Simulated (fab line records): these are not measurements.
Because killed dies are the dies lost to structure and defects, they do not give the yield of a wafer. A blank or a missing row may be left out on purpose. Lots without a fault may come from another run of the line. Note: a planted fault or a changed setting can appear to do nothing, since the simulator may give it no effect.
A struck lot beside a sound one -- flow berkeley_cmos170 -- 18 out of 331 route steps
Sound: these wafers, L629.2, L629.3, L629.5. Wafers struck: L637.2, L637.5, L637.6. At the end, the cause is stated.
Per side, at each step with rows, come the tool, then ch with its chambers, and then its first start. Under that, the readings that differ: sound wafers -- struck wafers -- difference of the means -- sigmas: that difference in standard deviations of wafers without a fault.
alike: readings with means less than 2 such deviations apart, plus words and numbers identical on both sides. not compared: withheld readings, readings lacking a value on some wafer, bounds such as >300 that could conceal the same value, and numbers that have no deviation in the record and whose values overlap.
A row with sigmas, a row that says differs or no value, or rows on one side alone: a step with any of these is where the two part. Non-overlapping numbers with no deviation appear without sigmas and do not part them. A reading missing from all wafers of one side parts the sides only when that side holds two or more wafers.

first, 3 steps without rows for these wafers: UCB170_PSD_EXPOSE_03 (exposes mask PSELECT MOD, target cd 1200 nm); UCB170_PSD_PEB_04; UCB170_PSD_DEVELOP_05 (develop time 45 s).
UCB170_PSD_CD_MEAS_06 targets a cd of 1200 nm.
  sound: cd_sem-02 at day 7 20:16; struck: cd_sem-02 at day 8 23:12
reading,sound,struck,difference,sigmas
cd_nm (nm),1202.1 1201.6 1200.6,1197.3 1197.3 1199.3,-3.5,-2
UCB170_PSD_OVL_MEAS_07:
  sound: overlay-02 at day 7 20:23; struck: overlay-02 at day 8 23:19
reading,sound,struck,difference,sigmas
PSD_OVL (nm),1 -11 -15,8 -1 9,+14,+2
then, 1 step without rows for these wafers: UCB170_PSD_IMPLANT_08.
UCB170_PSD_STRIP_09: strips in O2.
  sound on plasma_asher-04 ch 0,1, day 7 20:34; struck on plasma_asher-03 ch 0,1, day 8 23:29
  alike: drypump_motor_current_A, oes_product_au, strip_time_to_endpoint_s
  not compared: rf_hours_counter_h
UCB170_PSD_TW_MEAS_10:
  sound: film_metro-02 at day 7 20:40; struck: film_metro-02 at day 8 23:36
  alike: PSD_TW
then, 4 steps without rows for these wafers: UCB170_PSD_CLEAN_11 (cleans in SPM, time 600 s); UCB170_NSD_HMDS_00 (prime time 60 s); UCB170_NSD_COAT_01 (resist thk 900 nm); UCB170_NSD_SOFTBAKE_02 (time 60 s).
UCB170_NSD_EXPOSE_03: exposes mask NSELECT MOD, target cd 1200 nm.
  sound on krf_scanner-01 ch 0, day 7 21:46; struck on krf_scanner-02 ch 0, day 9 00:31
reading,sound,struck,difference,sigmas
model.NSD.overlay_x_nm (nm),-1.316 -1.316 -1.316,-225.2 -225.2 -225.2,-223.9,
  alike: mask
then, 2 steps without rows for these wafers: UCB170_NSD_PEB_04; UCB170_NSD_DEVELOP_05 (develop time 45 s).
UCB170_NSD_CD_MEAS_06 targets a cd of 1200 nm.
  sound: cd_sem-02 at day 7 22:26; struck: cd_sem-02 at day 9 01:13
  alike: cd_nm
UCB170_NSD_OVL_MEAS_07:
  sound: overlay-01 at day 7 22:33; struck: overlay-01 at day 9 01:32
reading,sound,struck,difference,sigmas
NSD_OVL (nm),4 -2 2,-220 -209 -216,-216,-41
  not compared: hold
UCB170_M3_PROBE_99:
  the record has rows for the sound wafers here (prober-02, day 8 22:00) and none for the struck ones

WHERE THEY PART
Earliest at UCB170_PSD_CD_MEAS_06; latest, in this record, at UCB170_M3_PROBE_99.

WHY: whatever the simulator had introduced
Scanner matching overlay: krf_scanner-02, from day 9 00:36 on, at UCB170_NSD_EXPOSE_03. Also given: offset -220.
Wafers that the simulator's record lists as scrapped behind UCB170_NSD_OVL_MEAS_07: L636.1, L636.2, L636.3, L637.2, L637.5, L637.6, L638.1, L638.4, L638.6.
